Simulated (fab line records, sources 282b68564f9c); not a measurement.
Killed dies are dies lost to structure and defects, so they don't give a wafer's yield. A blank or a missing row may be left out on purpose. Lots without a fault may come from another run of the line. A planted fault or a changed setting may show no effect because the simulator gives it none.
fab line records | flow rit_cmos
record lots=5 wafers=23
route steps=202 shown M1@195
start_h: hours from the record's first day to the start of the lot's first wafer shown | wait_h: hours since the lot's step before | " the same as in the row above | L1.1+2: a row that stands for several wafers | - no value, or no start given | * or withheld: withheld | < > ~ a bound
route shown NAME@n: a module of which the file shows steps, and the number in the route of the first | usual: mean/standard deviation of fault-free wafers | same: alike in all rows | chamber/n: place in a boat | sites: the reading at each site | _std_site: their standard deviation | _edge_site: outer sites' mean less inner sites' | radius_mm: how far each site lies from the wafer's centre | mask NAME#n: copy n | behind: the tool/chamber that last shaped the wafer | hold: why the lot was held/for how many hours/how that ended | device: the transistor (n, p or np) that didn't switch | end of line: the same wafers' tests at the end of the route | a step without rows: its recipe alone | killed: dies lost to structure and defects at the first sort, not the wafer's yield | map: a wafer's dies, x killed, . not, _ none there
set.NAME: the setting as run; set.NAME@STEP: as run at that earlier step | model.NAME: the simulator's own value behind a step, which no gauge read
lots whose settings were changed on purpose; a table a step, a row a wafer
## steps
# step RIT_M1_HARDBAKE_11
# recipe resist=NOVOLAK temp_c=140 time_s=120
# columns lot.wafer tool chamber start_h wait_h set.temp_c
L076.1+3 litho_track-03 0 69.36 0.0 138.6
L076.2+4+6 " 0 " " 140
L077.1+5 litho_track-02 0 74.29 0.0 136.7
L077.3+4+6 " 0 " " 140
L079.2+3+5 litho_track-01 0 85.87 0.1 138.4
L079.4+6 " 0 " " 140
L081.2+3+4+5+6 litho_track-01 0 94.58 0.1 140
L084.1+3+5 litho_track-02 0 106.58 0.0 140
# step RIT_M1_METAL_ETCH_12
# recipe stop_on=SiO2 chemistry=Cl2/BCl3 target=Al time_s=165 over_etch_frac=0.5 pressure_mtorr=100 target_depth_a=6000 rf_w=250 Cl2_flow_sccm=60 bcl3_flow_sccm=50
# columns lot.wafer tool chamber start_h wait_h set.dose_mj@M1_EXPOSE_06 model.M1.cd_nm
L076.1 rie_metal-02 0 69.61 0.2 250 2600
L076.2 " 1 " " 250 2598
L076.3 " 0 " " 236.8 2612
L076.4 " 1 " " 236.8 2609
L076.6 " 1 " " 250 2594
L077.1+6 rie_metal-03 0 74.54 0.2 266.7 2581
L077.3 " 0 " " 266.7 2582
L077.4 " 0 " " 250 2599
L077.5 " 0 " " 250 2602
L079.2 rie_metal-02 0 86.08 0.2 250 2600
L079.3 " 0 " " 250 2602
L079.4 " 1 " " 250 2599
L079.5 " 0 " " 250 2601
L079.6 " 1 " " 250 2598
L081.2 rie_metal-04 1 94.79 0.2 260.5 2590
L081.3+6 " 1 " " 250 2600
L081.4 " 0 " " 250 2596
L081.5 " 0 " " 260.5 2585
L084.1+3 rie_metal-04 0 106.83 0.2 250 2592
L084.5 " 1 " " 250 2599
# step RIT_M1_STRIP_13
# recipe chemistry=nmp resist=NOVOLAK temp_c=80 time_s=600 dry=n2_spin
# step RIT_M1_STRIP_14
# recipe chemistry=O2 time_s=180 platen_temp_c=withheld power_w=500 pressure_mtorr=4000 o2_flow_sccm=4000
# step RIT_M1_CD_MEAS_90
# recipe target_cd_nm=2600
# usual cd_nm=2600/3.9
# columns lot.wafer tool chamber start_h wait_h set.dose_mj@M1_EXPOSE_06 cd_nm
L076.1 cd_sem-02 - 70.12 0.1 250 2600
L076.2 " - " " 250 2598
L076.3 " - " " 236.8 2612
L076.4 " - " " 236.8 2609
L076.6 " - " " 250 2594
L077.1 cd_sem-01 - 75.21 0.1 266.7 2581
L077.3 " - " " 266.7 2582
L077.4 " - " " 250 2599
L077.5 " - " " 250 2601
L077.6 " - " " 266.7 2581
L079.2 cd_sem-02 - 86.62 0.1 250 2600
L079.3 " - " " 250 2602
L079.4 " - " " 250 2599
L079.5 " - " " 250 2601
L079.6 " - " " 250 2598
L081.2 cd_sem-01 - 95.32 0.1 260.5 2589
L081.3 " - " " 250 2600
L081.4 " - " " 250 2596
L081.5 " - " " 260.5 2585
L081.6 " - " " 250 2600
L084.1 cd_sem-02 - 107.39 0.1 250 2593
L084.3 " - " " 250 2592
L084.5 " - " " 250 2599
# step RIT_M1_ANNEAL_15
# recipe temp_c=448.7 time_s=1800 ambient=forming_gas_H2N2
# step RIT_M1_PROBE_99
# usual killed_at_M0_to_M3=0.0/0.12 killed_at_contacts=0.1/0.25 killed_at_front_end=6.8/2.9 killed_dies=6.8/2.9 killed_open=3.3/1.9 killed_short=3.4/2
# same gross_dies=264 killed_at_M4_up=0 killed_at_back_side=0 killed_at_other=0
# columns lot.wafer tool chamber start_h wait_h set.temp_c@GATE_OXIDATION_05 killed_at_M0_to_M3 killed_at_contacts killed_at_front_end killed_dies killed_open killed_short model.etest.pmos_0p3.r_on_ohm_um model.etest.pmos_turned.r_on_ohm_um model.etest.nmos_0p3.r_on_ohm_um model.etest.pmos_0p15.r_on_ohm_um model.etest.nmos_0p15.drive_ua_um model.etest.nmos_narrow.drive_ua_um model.etest.nmos_0p3.drive_ua_um
L076.1 prober-02 - 71.86 0.1 900 0 1 5 6 3 3 6239 3436 2160 2798 445.8 229.6 221.8
L076.2 prober-02 - 71.91 0.1 900 0 0 5 5 5 0 6223 3317 2094 2697 469.9 234.8 230.8
L076.3 prober-02 - 71.96 0.2 900 0 0 4 4 2 2 6430 3421 2221 2819 445.9 221.1 216.3
L076.4 prober-02 - 72.01 0.2 900 0 0 10 10 2 8 6450 3433 2187 2827 458.2 224.8 220.2
L076.6 prober-02 - 72.11 0.2 900 0 0 4 4 2 2 6256 3335 2125 2730 472.6 237.5 232
L077.1 prober-01 - 76.95 0.1 923.1 0 0 8 8 3 5 7663 3844 2605 3111 380.5 153.8 157.2
L077.3 prober-01 - 77.05 0.2 923.1 0 0 4 4 2 2 7657 3725 2614 3016 390.1 153.1 154.1
L077.4 prober-01 - 77.10 0.2 923.1 0 0 8 8 6 2 7883 3906 2663 3182 385.3 155.3 156.4
L077.5 prober-01 - 77.15 0.2 923.1 0 0 7 7 3 4 7730 3829 2579 3110 386.5 157.6 158.8
L077.6 prober-01 - 77.20 0.2 923.1 0 0 4 4 2 2 7773 3832 2626 3116 380.1 153.8 152.3
L079.2 prober-01 - 88.39 0.1 877.2 0 0 8 8 4 4 - - - - - - -
L079.3 prober-01 - 88.44 0.2 877.2 0 0 8 8 4 3 - - - - - - -
L079.4 prober-01 - 88.49 0.2 877.2 1 0 4 5 3 2 - - - - - - -
L079.5 prober-01 - 88.54 0.2 877.2 0 0 4 4 3 1 - - - - - - -
L079.6 prober-01 - 88.59 0.2 877.2 0 0 4 4 2 2 - - - - - - -
L081.2 prober-01 - 97.09 0.1 888.9 0 0 7 7 3 3 5519 3042 1924 2486 539.7 276.8 276
L081.3 prober-01 - 97.14 0.2 888.9 0 0 9 9 6 3 5554 3087 1999 2518 526.4 270.7 266.7
L081.4 prober-01 - 97.19 0.2 888.9 0 0 4 4 1 2 5588 3133 1944 2558 535.8 279.5 277
L081.5 prober-01 - 97.24 0.2 888.9 0 0 4 4 1 2 5486 3065 1943 2490 529.4 265.9 271.4
L081.6 prober-01 - 97.29 0.2 888.9 0 0 1 1 1 0 5541 3050 1908 2505 536.3 273.8 272
L084.1 prober-02 - 109.13 0.1 900 0 0 7 7 5 2 6273 3255 2160 2679 465.8 220.3 222.1
L084.3 prober-02 - 109.23 0.2 900 0 0 5 5 3 2 6203 3302 2167 2680 470.4 225.6 225.4
L084.5 prober-02 - 109.33 0.2 900 0 0 6 6 1 5 6301 3296 2149 2690 470.6 217.9 222.2
# killed by level:class
L076.1 FOX2:geometric_particle:short=2 SILICIDE:geometric_particle:open=2 GATE:geometric_particle:open=1 CONTACT:geometric_particle:short=1
L076.2 GATE:geometric_particle:open=2 SPACER:geometric_particle:open=1 FOX1:geometric_particle:open=1 SILICIDE:geometric_particle:open=1
L076.3 GATE:geometric_particle:short=1 SPACER:geometric_particle:short=1 SPACER:geometric_particle:open=1 SILICIDE:geometric_particle:open=1
L076.4 GATE:geometric_particle:short=5 REOX:geometric_particle:short=2 FOX2:geometric_particle:short=1 FOX2:geometric_particle:open=1 GATE:geometric_particle:open=1
L076.6 FOX1:geometric_particle:open=1 GATE:geometric_particle:open=1 GATE:geometric_particle:short=1 REOX:geometric_particle:short=1
L077.1 SPACER:geometric_particle:short=3 SPACER:geometric_particle:open=2 SILICIDE:geometric_particle:short=2 GATE:geometric_particle:open=1
L077.3 GATE:geometric_particle:short=2 GATE:geometric_particle:open=1 SILICIDE:geometric_particle:open=1
L077.4 FOX2:geometric_particle:open=2 GATE:geometric_particle:open=2 SILICIDE:geometric_particle:open=2 REOX:geometric_particle:short=1 SILICIDE:geometric_particle:short=1
L077.5 GATE:geometric_particle:open=2 FOX1:geometric_particle:open=1 FOX1:geometric_particle:short=1 FOX2:geometric_particle:short=1 GATE:geometric_particle:short=1 REOX:geometric_particle:short=1
L077.6 GATE:geometric_particle:open=2 FOX1:geometric_particle:short=1 SILICIDE:geometric_particle:short=1
L079.2 GATE:geometric_particle:short=3 REOX:geometric_particle:open=2 FOX2:geometric_particle:short=1 FOX2:geometric_particle:open=1 GATE:geometric_particle:open=1
L079.3 GATE:geometric_particle:open=2 FOX1:geometric_particle:short=1 FOX1:geometric_particle:open=1 FOX2:geometric_particle:open=1 GATE:geometric_particle:short=1 REOX:geometric_particle:short=1 NLDD:coat_microbubble_printed=1
L079.4 REOX:geometric_particle:open=2 GATE:geometric_particle:short=1 SILICIDE:geometric_particle:short=1 M1:geometric_particle:open=1
L079.5 FOX2:geometric_particle:short=1 GATE:geometric_particle:open=1 REOX:geometric_particle:open=1 SPACER:geometric_particle:open=1
L079.6 FOX1:geometric_particle:short=1 FOX1:geometric_particle:open=1 GATE:geometric_particle:short=1 REOX:geometric_particle:open=1
L081.2 GATE:geometric_particle:open=2 GATE:geometric_particle:short=2 FOX1:geometric_particle:short=1 FOX2:geometric_particle:open=1 PRETRO:coat_microbubble_printed=1
L081.3 GATE:geometric_particle:open=4 FOX2:geometric_particle:open=2 GATE:geometric_particle:short=2 FOX2:geometric_particle:short=1
L081.4 FOX2:geometric_particle:short=1 GATE:geometric_particle:short=1 GATE:geometric_particle:open=1 PRETRO:coat_microbubble_printed=1
L081.5 GATE:geometric_particle:open=1 GATE:geometric_particle:short=1 SILICIDE:geometric_particle:short=1 PRETRO:coat_microbubble_printed=1
L081.6 FOX2:geometric_particle:open=1
L084.1 FOX1:geometric_particle:open=2 GATE:geometric_particle:short=2 FOX2:geometric_particle:open=1 GATE:geometric_particle:open=1 SPACER:geometric_particle:open=1
L084.3 GATE:geometric_particle:short=2 GATE:geometric_particle:open=2 REOX:geometric_particle:open=1
L084.5 FOX1:geometric_particle:short=3 GATE:geometric_particle:short=2 FOX2:geometric_particle:open=1
## key
split step=RIT_M1_HARDBAKE_11 setting=temp_c stated=140 by=wafer
response none clear
split outside_this_file step=RIT_GATE_OXIDATION_05 setting=temp_c
split outside_this_file step=RIT_M1_EXPOSE_06 setting=dose_mj
# split outside_this_file: this setting was split too, and the file shows its column; the key of that split is in another file
